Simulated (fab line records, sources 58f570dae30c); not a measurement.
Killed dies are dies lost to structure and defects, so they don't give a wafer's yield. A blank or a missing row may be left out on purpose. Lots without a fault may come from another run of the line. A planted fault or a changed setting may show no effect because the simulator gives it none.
Which tool did it? | flow berkeley_cmos170 | 7 lots, 21 wafers sampled, at 2 steps of a route of 331

WHAT THE GAUGES READ, wafer by wafer
UCB170_V2_CD_MEAS_12: target cd 700 nm.
lot  | measured     | on        | cd_nm (nm)
L656 | day 9 04:37  | cd_sem-01 | 701.1 701.1 700.5
L655 | day 9 10:07  | cd_sem-01 | 702.4 702.6 702.0
L659 | day 10 03:52 | cd_sem-01 | 700.8 699.9 700.8
L663 | day 10 14:52 | cd_sem-01 | 699.7 700.5 700.0
L667 | day 11 16:26 | cd_sem-01 | 701.0 700.1 701.1
L668 | day 12 02:08 | cd_sem-01 | 697.9 698.7 699.8
L674 | day 12 19:14 | cd_sem-02 | 699.9 700.2 701.1

WHICH TOOL RAN EACH LOT (tool, then ch and the chambers of the sampled wafers, then the start)
lot  | UCB170_CONTACT_ETCH_17
L656 | rie_diel-03 ch 0,1,3, day 8 16:55
L655 | rie_diel-03 ch 0,2, day 8 17:44
L659 | rie_diel-01 ch 1,2, day 9 14:42
L663 | rie_diel-03 ch 2,3, day 10 03:46
L667 | rie_diel-02 ch 2,3, day 11 04:28
L668 | rie_diel-01 ch 0,1,2, day 11 11:01
L674 | rie_diel-01 ch 0,3, day 12 08:09
- UCB170_CONTACT_ETCH_17: etches BARC in N2/H2.

THE ANSWER, worked out from the rows above alone
Rule: what is usual is taken from the lots themselves. Put in order of their means at a reading, lots are off if they are a third of the lots or fewer, leave a main group of 4 or more, and stand apart from it by a gap of 3 or more times the standard deviation of the main group's means; of several such gaps the widest counts. A main group whose means are all the same, to the digits that the tables above print for the reading, isn't used. A lot without any number at a reading at which 4 lots or more have one is off too. The other lots that the step has rows for count as sound.
No lot is off at any reading shown: from this, nothing can be told.

WHAT THE SIMULATOR HAD PUT IN
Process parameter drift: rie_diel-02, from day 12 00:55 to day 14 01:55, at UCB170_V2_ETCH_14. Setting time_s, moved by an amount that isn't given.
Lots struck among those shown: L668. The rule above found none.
